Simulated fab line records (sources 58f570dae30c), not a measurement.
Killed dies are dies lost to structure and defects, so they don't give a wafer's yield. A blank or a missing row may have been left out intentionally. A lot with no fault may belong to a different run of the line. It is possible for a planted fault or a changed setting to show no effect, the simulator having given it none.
Split-lot study / flow berkeley-cmos170 / 23 wafers read from 5 lots, route of 331 steps

## SPLIT DETAILS
At UCB170_SCREENOX_OXIDATION_01 (target thk 14.4 nm, ox time 2400 s), the setting ox-time-s was moved away from the recipe's 2400 s on 10 of the 23 wafers read, by -9.2% to +8.6%. The other wafers ran this setting at the recipe's value.

No step appears in the file between the split and the reading.

## THE READING
SCREENOX_OXIDE_THK (nm), taken at UCB170_SCREENOX_THK_MEAS_02. Fault-free wafers of this fab line usually give 14.43 nm, standard deviation 0.18 nm.

wafer=L074.1; tool, chamber at the split=-, -; ox-time-s as run, s=2400; against the recipe=recipe; SCREENOX_OXIDE_THK, nm=14.14; against lot-mates on the recipe=-
wafer=L074.2; tool, chamber at the split=-, -; ox-time-s as run, s=2400; against the recipe=recipe; SCREENOX_OXIDE_THK, nm=14.43; against lot-mates on the recipe=-
wafer=L074.3; tool, chamber at the split=-, -; ox-time-s as run, s=2400; against the recipe=recipe; SCREENOX_OXIDE_THK, nm=14.28; against lot-mates on the recipe=-
wafer=L074.4; tool, chamber at the split=-, -; ox-time-s as run, s=2400; against the recipe=recipe; SCREENOX_OXIDE_THK, nm=14.15; against lot-mates on the recipe=-
wafer=L074.6; tool, chamber at the split=-, -; ox-time-s as run, s=2400; against the recipe=recipe; SCREENOX_OXIDE_THK, nm=14.20; against lot-mates on the recipe=-
wafer=L075.1; tool, chamber at the split=-, -; ox-time-s as run, s=2400; against the recipe=recipe; SCREENOX_OXIDE_THK, nm=14.46; against lot-mates on the recipe=-
wafer=L075.3; tool, chamber at the split=-, -; ox-time-s as run, s=2400; against the recipe=recipe; SCREENOX_OXIDE_THK, nm=14.46; against lot-mates on the recipe=-
wafer=L075.4; tool, chamber at the split=-, -; ox-time-s as run, s=2400; against the recipe=recipe; SCREENOX_OXIDE_THK, nm=14.43; against lot-mates on the recipe=-
wafer=L075.5; tool, chamber at the split=-, -; ox-time-s as run, s=2400; against the recipe=recipe; SCREENOX_OXIDE_THK, nm=14.44; against lot-mates on the recipe=-
wafer=L075.6; tool, chamber at the split=-, -; ox-time-s as run, s=2400; against the recipe=recipe; SCREENOX_OXIDE_THK, nm=14.43; against lot-mates on the recipe=-
wafer=L077.1; tool, chamber at the split=-, -; ox-time-s as run, s=2180; against the recipe=-9.2%; SCREENOX_OXIDE_THK, nm=13.30; against lot-mates on the recipe=no lot-mate on the recipe
wafer=L077.2; tool, chamber at the split=-, -; ox-time-s as run, s=2180; against the recipe=-9.2%; SCREENOX_OXIDE_THK, nm=13.45; against lot-mates on the recipe=no lot-mate on the recipe
wafer=L077.3; tool, chamber at the split=-, -; ox-time-s as run, s=2180; against the recipe=-9.2%; SCREENOX_OXIDE_THK, nm=13.57; against lot-mates on the recipe=no lot-mate on the recipe
wafer=L077.4; tool, chamber at the split=-, -; ox-time-s as run, s=2180; against the recipe=-9.2%; SCREENOX_OXIDE_THK, nm=13.54; against lot-mates on the recipe=no lot-mate on the recipe
wafer=L077.6; tool, chamber at the split=-, -; ox-time-s as run, s=2180; against the recipe=-9.2%; SCREENOX_OXIDE_THK, nm=13.37; against lot-mates on the recipe=no lot-mate on the recipe
wafer=L079.2; tool, chamber at the split=-, -; ox-time-s as run, s=2606; against the recipe=+8.6%; SCREENOX_OXIDE_THK, nm=15.35; against lot-mates on the recipe=no lot-mate on the recipe
wafer=L079.3; tool, chamber at the split=-, -; ox-time-s as run, s=2606; against the recipe=+8.6%; SCREENOX_OXIDE_THK, nm=15.26; against lot-mates on the recipe=no lot-mate on the recipe
wafer=L079.4; tool, chamber at the split=-, -; ox-time-s as run, s=2606; against the recipe=+8.6%; SCREENOX_OXIDE_THK, nm=15.31; against lot-mates on the recipe=no lot-mate on the recipe
wafer=L079.5; tool, chamber at the split=-, -; ox-time-s as run, s=2606; against the recipe=+8.6%; SCREENOX_OXIDE_THK, nm=15.15; against lot-mates on the recipe=no lot-mate on the recipe
wafer=L079.6; tool, chamber at the split=-, -; ox-time-s as run, s=2606; against the recipe=+8.6%; SCREENOX_OXIDE_THK, nm=15.35; against lot-mates on the recipe=no lot-mate on the recipe
wafer=L081.3; tool, chamber at the split=furnace-04, 0; ox-time-s as run, s=2400; against the recipe=recipe; SCREENOX_OXIDE_THK, nm=14.52; against lot-mates on the recipe=-
wafer=L081.4; tool, chamber at the split=furnace-04, 0; ox-time-s as run, s=2400; against the recipe=recipe; SCREENOX_OXIDE_THK, nm=14.62; against lot-mates on the recipe=-
wafer=L081.6; tool, chamber at the split=furnace-04, 0; ox-time-s as run, s=2400; against the recipe=recipe; SCREENOX_OXIDE_THK, nm=14.52; against lot-mates on the recipe=-

THE FIT
A straight line over all 23 wafers: SCREENOX_OXIDE_THK changes by +0.104 nm for each +1% of ox-time-s; r = +0.98; the points scatter about the line by 0.13 nm.
Too few moved wafers have a lot-mate on the recipe to fit a line with each lot's own level taken away.

## THE WHOLE CHAIN: every reading that the file lists as answering this split, in the file's order
step=UCB170_SCREENOX_OXIDATION_01; what it does=target thk 14.4 nm, ox time 2400 s; reading=SiO2_of_SCREENOX_OXIDATION_01.thk-nm (the simulator's own value, which no gauge read); change (the file's fit)=+0.102 nm for each +1% of the setting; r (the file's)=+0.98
step=UCB170_SCREENOX_THK_MEAS_02; what it does=; reading=SCREENOX_OXIDE_THK; change (the file's fit)=+0.104 for each +1% of the setting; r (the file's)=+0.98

## THE FILE'S OWN FIT
SCREENOX_OXIDE_THK changes by +0.104 nm for each +1% of ox-time-s, r = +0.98.
